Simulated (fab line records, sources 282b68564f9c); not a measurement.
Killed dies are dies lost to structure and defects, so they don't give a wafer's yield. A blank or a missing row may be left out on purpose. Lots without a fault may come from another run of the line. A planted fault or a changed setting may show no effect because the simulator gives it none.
Split-lot experiment | flow rit_cmos | 5 lots, 23 wafers read, on a route of 202 steps

THE SPLIT
At RIT_PWELL_COAT_01 (resist thk 1300 nm), the setting spin_rpm was moved away from the recipe's 2000 rpm on 4 of the 23 wafers read, by -6.2% to +3.0%. The other wafers ran this setting at the recipe's value.

The reading is taken at the split's own step.

THE READING
NOVOLAK_of_PWELL_COAT_01.thk_nm (the simulator's own value, which no gauge read), in nm, at RIT_PWELL_COAT_01 (resist thk 1300 nm). The file gives no usual value for it. The 19 wafers here that ran the recipe average 1300 nm, standard deviation 3.1 nm.

wafer  | tool, chamber at the split | spin_rpm as run, rpm | against the recipe | NOVOLAK_of_PWELL_COAT_01.thk_nm, nm | against lot-mates on the recipe
L074.2 | litho_track-01, 0          | 2000                 | recipe             | 1300                                | -
L074.3 | litho_track-01, 0          | 2000                 | recipe             | 1301                                | -
L074.4 | litho_track-01, 0          | 2000                 | recipe             | 1298                                | -
L074.5 | litho_track-01, 0          | 2000                 | recipe             | 1299                                | -
L074.6 | litho_track-01, 0          | 2000                 | recipe             | 1302                                | -
L075.2 | litho_track-01, 0          | 2000                 | recipe             | 1301                                | -
L075.6 | litho_track-01, 0          | 2000                 | recipe             | 1301                                | -
L075.3 | litho_track-01, 0          | 2000                 | recipe             | 1303                                | -
L075.4 | litho_track-01, 0          | 2000                 | recipe             | 1302                                | -
L075.5 | litho_track-01, 0          | 2000                 | recipe             | 1304                                | -
L080.1 | litho_track-03, 0          | 2060                 | +3.0%              | 1286                                | -15
L080.3 | litho_track-03, 0          | 2000                 | recipe             | 1301                                | -
L080.4 | litho_track-03, 0          | 2060                 | +3.0%              | 1281                                | -20
L080.5 | litho_track-03, 0          | 2000                 | recipe             | 1304                                | -
L080.6 | litho_track-03, 0          | 2000                 | recipe             | 1299                                | -
L081.1 | litho_track-02, 0          | 2000                 | recipe             | 1300                                | -
L081.3 | litho_track-02, 0          | 2000                 | recipe             | 1298                                | -
L081.6 | litho_track-02, 0          | 2000                 | recipe             | 1301                                | -
L083.1 | litho_track-01, 0          | 1875                 | -6.2%              | 1339                                | +45
L083.3 | litho_track-01, 0          | 2000                 | recipe             | 1296                                | -
L083.4 | litho_track-01, 0          | 2000                 | recipe             | 1293                                | -
L083.6 | litho_track-01, 0          | 2000                 | recipe             | 1293                                | -
L083.5 | litho_track-01, 0          | 1875                 | -6.2%              | 1337                                | +43

THE FIT
A straight line over all 23 wafers: NOVOLAK_of_PWELL_COAT_01.thk_nm changes by -5.97 nm for each +1% of spin_rpm; r = -0.97; the points scatter about the line by 3.1 nm.
The same after taking each lot's own level away (the mean of its wafers on the recipe; 23 wafers): -6.81 nm for each +1%; r = -0.99; scatter 1.8 nm.
On that fit, the largest move of spin_rpm shifts the reading by 43 nm.
The lots' own levels span 1294.0 to 1302.2 nm, that is 2.7 times the standard deviation above.
So the lot-to-lot level changes the slope: the two fits differ.
Check: with one of the wafers moved furthest among these (-6.2%) left out of the fit, the line predicts +41.4 nm for it against its lot-mates. It came out at +45 nm against them.

OTHER SPLITS ON THESE WAFERS
These wafers also went through other splits before the reading. Each is held against what the fit with the lots' levels taken away leaves over:
other split on the same wafers       | wafers away from the commonest value | r with NOVOLAK_of_PWELL_COAT_01.thk_nm (lot level and that fit taken away)
RIT_ACTIVE_CVD_03 temp_c             | 15                                   | -0.13
RIT_ACTIVE_DEVELOP_10 develop_time_s | 8                                    | -0.20
RIT_FOX2_OXIDATION_00 ox_time_s      | 15                                   | +0.21

THE FILE'S OWN FIT
NOVOLAK_of_PWELL_COAT_01.thk_nm changes by -6.86 nm for each +1% of spin_rpm, r = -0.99.
